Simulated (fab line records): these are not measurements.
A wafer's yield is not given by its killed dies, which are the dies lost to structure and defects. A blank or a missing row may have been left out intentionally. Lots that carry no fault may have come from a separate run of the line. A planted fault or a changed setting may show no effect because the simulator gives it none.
What tool caused it? -- flow ritCmos -- Sampling: 15 lots, 45 wafers, 5 of 202 route steps

== WHAT THE GAUGES SHOWED, per wafer ==
RIT_PSD_TW_MEAS_10. Usual: PSD_TW gives 3423 (standard deviation 28).
lot,measured,on,PSD_TW,flag
L200,day 3 01:49,filmMetro-02,3394 3398 3393,
L201,day 3 07:28,filmMetro-02,3395 3386 3390,
L202,day 3 15:13,filmMetro-01,3441 3440 3449,
L203,day 3 19:46,filmMetro-01,3449 3447 3437,
L204,day 3 21:47,filmMetro-03,3400 3398 3407,
L205,day 4 03:01,filmMetro-03,3372 3385 3401,
L207,day 4 17:20,filmMetro-03,3415 3398 3398,
L208,day 4 17:49,filmMetro-01,3482 3466 3457,
L209,day 4 21:28,filmMetro-02,3413 3408 3429,
L216,day 6 13:20,filmMetro-02,3388 3421 3408,
L217,day 6 14:38,filmMetro-02,3402 3392 3418,
L218,day 6 18:32,filmMetro-01,3447 3460 3441,
L219,day 7 01:06,filmMetro-01,3449 3454 3477,
L221,day 7 10:03,filmMetro-01,3466 3472 3479,
L222,day 7 15:25,filmMetro-01,3444 3453 3450,

RIT_SDANNEAL_RS_MEAS_04: the measuring method here is four-point-probe. Usual: PSD_RS gives 115.88 ohm/sq (standard deviation 0.29).
lot,measured,on,PSD_RS (ohm/sq),flag
L200,day 3 02:19,filmMetro-03,114.99 115.77 115.76,
L201,day 3 07:57,filmMetro-01,115.74 115.64 115.87,
L202,day 3 15:43,filmMetro-01,116.34 116.09 116.03,
L203,day 3 20:16,filmMetro-03,115.52 115.79 115.74,
L204,day 3 22:16,filmMetro-03,115.46 115.72 115.51,
L205,day 4 03:32,filmMetro-02,115.94 115.55 115.92,
L207,day 4 17:50,filmMetro-03,115.63 115.54 115.67,
L208,day 4 18:20,filmMetro-02,115.58 115.90 116.02,
L209,day 4 22:00,filmMetro-02,115.87 116.40 116.09,
L216,day 6 13:49,filmMetro-01,116.28 116.57 116.53,
L217,day 6 15:08,filmMetro-01,144.33 144.22 144.08 144.06 144.22 144.35,OFF
L218,day 6 19:01,filmMetro-01,115.64 116.24 115.89,
L219,day 7 01:39,filmMetro-03,143.96 144.41 144.38 144.24 144.34 144.35,OFF
L221,day 7 10:34,filmMetro-02,144.31 144.35 144.20 143.74 144.57 144.66,OFF
L222,day 7 15:56,filmMetro-02,115.83 116.16 116.10,

RIT_SILICIDE_THK_MEAS_03: measures by xrf. Usual: SILICIDE_TI_THK gives 30.0 nm (standard deviation 0.34).
lot,measured,on,SILICIDE_TI_THK (nm),flag
L200,day 3 03:04,filmMetro-04,30.6 30.1 30.2,
L201,day 3 08:43,filmMetro-04,29.9 29.6 29.9,
L202,day 3 16:28,filmMetro-04,29.7 29.8 29.8,
L203,day 3 21:01,filmMetro-04,29.2 29.6 29.4,
L204,day 3 23:02,filmMetro-04,29.5 29.8 29.5,
L205,day 4 04:17,filmMetro-03,29.8 29.9 30.4,
L207,day 4 18:35,filmMetro-03,29.5 30.1 29.8,
L208,day 4 19:05,filmMetro-04,29.4 29.8 29.8,
L209,day 4 22:44,filmMetro-04,30.4 30.1 30.5,
L216,day 6 14:34,filmMetro-04,30.0 30.3 30.2,
L218,day 6 19:47,filmMetro-04,30.2 30.4 30.5,
L222,day 7 16:40,filmMetro-01,29.4 29.4 29.6,

== TOOL THAT RAN EACH LOT (tool first, then ch and the chambers of the sampled wafers, then the start) ==
lot,RIT_GATE_STRIP_20,RIT_SDANNEAL_RTA_03
L200,"plasmaAsher-02 ch 0,1, day 2 13:03","rtpAnneal-02 ch 0, day 3 02:15"
L201,"plasmaAsher-01 ch 0,1, day 2 18:49","rtpAnneal-01 ch 0, day 3 07:53"
L202,"plasmaAsher-01 ch 0,1, day 3 01:57","rtpAnneal-02 ch 0, day 3 15:38"
L203,"plasmaAsher-01 ch 0,1, day 3 07:26","rtpAnneal-01 ch 0, day 3 20:11"
L204,"plasmaAsher-04 ch 0,1, day 3 10:16","rtpAnneal-02 ch 0, day 3 22:13"
L205,"plasmaAsher-02 ch 0,1, day 3 15:12","rtpAnneal-01 ch 0, day 4 03:28"
L207,"plasmaAsher-02 ch 0,1, day 4 04:34","rtpAnneal-01 ch 0, day 4 17:46"
L208,"plasmaAsher-01 ch 0,1, day 4 06:06","rtpAnneal-02 ch 0, day 4 18:16"
L209,"plasmaAsher-01 ch 0,1, day 4 09:39","rtpAnneal-01 ch 0, day 4 21:55"
L216,"plasmaAsher-02 ch 0,1, day 6 00:32","rtpAnneal-01 ch 0, day 6 13:45"
L217,"plasmaAsher-04 ch 0,1, day 6 02:29","rtpAnneal-02 ch 0, day 6 15:04"
L218,"plasmaAsher-01 ch 0,1, day 6 06:23","rtpAnneal-01 ch 0, day 6 18:58"
L219,"plasmaAsher-04 ch 0,1, day 6 12:05","rtpAnneal-02 ch 0, day 7 01:35"
L221,"plasmaAsher-02 ch 0,1, day 6 22:12","rtpAnneal-02 ch 0, day 7 10:29"
L222,"plasmaAsher-04 ch 0,1, day 7 03:20","rtpAnneal-01 ch 0, day 7 15:51"
- RIT_GATE_STRIP_20: strips in O2, time 180 s.
- RIT_SDANNEAL_RTA_03: time 5 s.

== WHAT THE TOOLS THEMSELVES READ (means of the sampled wafers that have a number; where no wafer has one, the mark that the record gives instead) ==
RIT_GATE_STRIP_20. Usual: drypumpMotorCurrentA 6.0 A, standard deviation 0.57; rfReflPowerW 7.0 W, standard deviation 1.2.
lot,tool,drypumpMotorCurrentA (A),rfReflPowerW (W),flag
L200,plasmaAsher-02,6.2,5.8,
L201,plasmaAsher-01,6.1,7.3,
L202,plasmaAsher-01,6.1,7.8,
L203,plasmaAsher-01,6.0,7.5,
L204,plasmaAsher-04,6.4,6.7,
L205,plasmaAsher-02,5.5,6.6,
L207,plasmaAsher-02,6.2,5.8,
L208,plasmaAsher-01,6.1,7.6,
L209,plasmaAsher-01,6.1,7.8,
L216,plasmaAsher-02,6.1,5.6,
L217,plasmaAsher-04,6.4,6.6,
L218,plasmaAsher-01,6.0,7.1,
L219,plasmaAsher-04,6.4,6.8,
L221,plasmaAsher-02,6.2,6.0,
L222,plasmaAsher-04,6.3,6.6,

RIT_SDANNEAL_RTA_03. Usual: wafer_temp_C_max 1053.5, standard deviation 1.1.
lot,tool,wafer_temp_C_max,flag
L200,rtpAnneal-02,1053.8,
L201,rtpAnneal-01,1053.9,
L202,rtpAnneal-02,1052.3,
L203,rtpAnneal-01,1054.0,
L204,rtpAnneal-02,1052.3,
L205,rtpAnneal-01,1055.0,
L207,rtpAnneal-01,1054.4,
L208,rtpAnneal-02,1053.1,
L209,rtpAnneal-01,1053.4,
L216,rtpAnneal-01,1054.0,
L217,rtpAnneal-02,1013.5,OFF
L218,rtpAnneal-01,1052.6,
L219,rtpAnneal-02,1014.5,OFF
L221,rtpAnneal-02,1013.8,OFF
L222,rtpAnneal-01,1054.1,

== THE ANSWER, worked out from the rows above alone ==
Rule: lot off if the mean of its wafers having a number is beyond 3 standard deviations from the usual mean. A lot without any number at a reading at which 4 lots or more have one is off too. All remaining lots with rows at the step are treated as sound. After the gauges, taken in route order, come the tools' own readings; for these a lot's mean is taken, as printed above. At the first step where some lot is off, the reading lying furthest off is the one used; lots without a number count as furthest.
Off: L217, L219, L221, seen at RIT_SDANNEAL_RS_MEAS_04 (PSD_RS).
A tool fits if, at a process step before that reading, it ran every lot that is off, and no sound lot after the first of them. Not tried: the gauges at RIT_SDANNEAL_RS_MEAS_04; whatever is off there is also off at RIT_SDANNEAL_RTA_03, on other tools, and gauge error can't account for it. One fits: RIT_SDANNEAL_RTA_03 on rtpAnneal-02. Its last sound lot is L208 (day 4 18:16), its first lot that is off L217 (day 6 15:04): a fault that began between those two fits.
On the lots that are off, the tool's own readings at RIT_SDANNEAL_RTA_03 differ by more than 5 times the standard deviation of the sound lots' means, which bears it out; wafer_temp_C_max reads 1013.9 there versus 1053.6 on the sound lots.

== WHAT THE SIMULATOR HAD PUT IN ==
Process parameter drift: rtpAnneal-02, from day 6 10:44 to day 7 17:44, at RIT_SDANNEAL_RTA_03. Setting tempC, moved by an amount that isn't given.
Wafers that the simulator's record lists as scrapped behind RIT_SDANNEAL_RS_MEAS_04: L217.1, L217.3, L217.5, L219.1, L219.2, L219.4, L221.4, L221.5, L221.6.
Struck lots among those shown: L217, L219, L221. The rule given above showed the same thing.
